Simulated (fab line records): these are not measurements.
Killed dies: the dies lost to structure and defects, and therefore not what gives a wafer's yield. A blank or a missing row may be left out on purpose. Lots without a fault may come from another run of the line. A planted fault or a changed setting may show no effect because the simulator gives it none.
Split-lot trial | flow berkeley cmos170 | 5 lots, 23 wafers read, on a route of 331 steps

== SPLIT DETAILS ==
At UCB170_M1_PEB_07, the setting peb temp c was moved away from the recipe's 130 C on 10 of the 23 wafers read, by -1.2% to +3.0%. The other wafers ran this setting at the recipe's value.

== FROM THE SPLIT TO THE READING: what the file shows between them, 5 steps ==
- UCB170_M1_DEVELOP_08: develop time 45 s
- UCB170_M1_CD_MEAS_09: target cd 700 nm
- UCB170_M1_ETCH_11: etches BARC in N2/H2
- UCB170_M1_METAL_ETCH_12: etches Al in Cl2/BCl3, stops on PSG, target depth 780 nm, time 130 s
- UCB170_M1_STRIP_13: strips in O2

== THE READING ==
cd nm, in nm, at UCB170_M1_CD_MEAS_90 (target cd 700 nm). A value of 700 nm with a standard deviation of 3.4 nm is what fault-free wafers of this fab line usually give.

wafer  | tool, chamber at the split | peb temp c as run, C | against the recipe | cd nm, nm | against lot-mates on the recipe
L075.2 | litho track-03, 0          | 130                  | recipe             | 698       | -
L075.3 | litho track-03, 0          | 130                  | recipe             | 693       | -
L075.4 | litho track-03, 0          | 133.9                | +3.0%              | 676       | -19
L075.5 | litho track-03, 0          | 130                  | recipe             | 695       | -
L075.6 | litho track-03, 0          | 133.9                | +3.0%              | 675       | -20
L076.1 | litho track-03, 0          | 130                  | recipe             | 701       | -
L076.2 | litho track-03, 0          | 132.5                | +1.9%              | 684       | -16
L076.4 | litho track-03, 0          | 132.5                | +1.9%              | 687       | -14
L076.5 | litho track-03, 0          | 132.5                | +1.9%              | 685       | -16
L076.6 | litho track-03, 0          | 130                  | recipe             | 700       | -
L079.1 | litho track-03, 0          | 130                  | recipe             | 698       | -
L079.4 | litho track-03, 0          | 130                  | recipe             | 705       | -
L079.6 | litho track-03, 0          | 130                  | recipe             | 707       | -
L081.1 | litho track-04, 0          | 132                  | +1.5%              | 684       | -16
L081.2 | litho track-04, 0          | 130                  | recipe             | 703       | -
L081.3 | litho track-04, 0          | 132                  | +1.5%              | 691       | -8
L081.4 | litho track-04, 0          | 130                  | recipe             | 696       | -
L081.5 | litho track-04, 0          | 132                  | +1.5%              | 686       | -14
L084.1 | litho track-04, 0          | 128.4                | -1.2%              | 709       | +11
L084.2 | litho track-04, 0          | 130                  | recipe             | 701       | -
L084.3 | litho track-04, 0          | 130                  | recipe             | 696       | -
L084.5 | litho track-04, 0          | 128.4                | -1.2%              | 713       | +15
L084.6 | litho track-04, 0          | 130                  | recipe             | 696       | -

THE FIT
A straight line over all 23 wafers: cd nm changes by -7.97 nm for each +1% of peb temp c; r = -0.94; the points scatter about the line by 3.5 nm.
The same after taking each lot's own level away (the mean of its wafers on the recipe; 23 wafers): -7.76 nm for each +1%; r = -0.95; scatter 3 nm.
That fit puts the effect of the largest move of peb temp c on the reading at 23 nm.
Measured against the standard deviation above, the lots' own levels, which go from 695.3 to 703.3 nm, span 2.4 times it.
So the lot-to-lot level changes the slope little: the two slopes agree.
Check: -23.8 nm against its lot-mates is what the line predicts for one of the wafers moved furthest among these (+3.0%) when that wafer is left out of the fit. It came out at -19.3 nm against them.

== OTHER SPLITS ON THESE WAFERS ==
Note: prior to the reading, these wafers also went through further splits. Each is held against what the fit with the lots' levels taken away leaves over:
other split on the same wafers   | wafers away from the commonest value | r with cd nm (lot level and that fit taken away)
UCB170_PLDD_SOFTBAKE_02 time s   | 12                                   | -0.14
UCB170_NLDD_PEB_04 peb temp c    | 7                                    | -0.14
UCB170_PSD_PEB_04 peb temp c     | 8                                    | -0.53
UCB170_BACKSIDE_STRIP_03 power w | 10                                   | -0.11

== THE WHOLE CHAIN: every reading that the file lists as answering this split, in the file's order ==
step                    | what it does                                                         | reading                                                   | change (the file's fit)              | r (the file's)
UCB170_M1_CD_MEAS_09    | target cd 700 nm                                                     | cd nm                                                     | -7.61 nm for each +1% of the setting | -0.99
UCB170_M1_ETCH_11       | etches BARC in N2/H2                                                 | M1.cd nm (the simulator's own value, which no gauge read) | -7.78 nm for each +1% of the setting | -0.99
UCB170_M1_METAL_ETCH_12 | etches Al in Cl2/BCl3, stops on PSG, target depth 780 nm, time 130 s | M1.cd nm (the simulator's own value, which no gauge read) | -7.64 nm for each +1% of the setting | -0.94
UCB170_M1_CD_MEAS_90    | target cd 700 nm                                                     | cd nm                                                     | -7.61 nm for each +1% of the setting | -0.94

== THE FILE'S OWN FIT ==
cd nm changes by -7.61 nm for each +1% of peb temp c, r = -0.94.
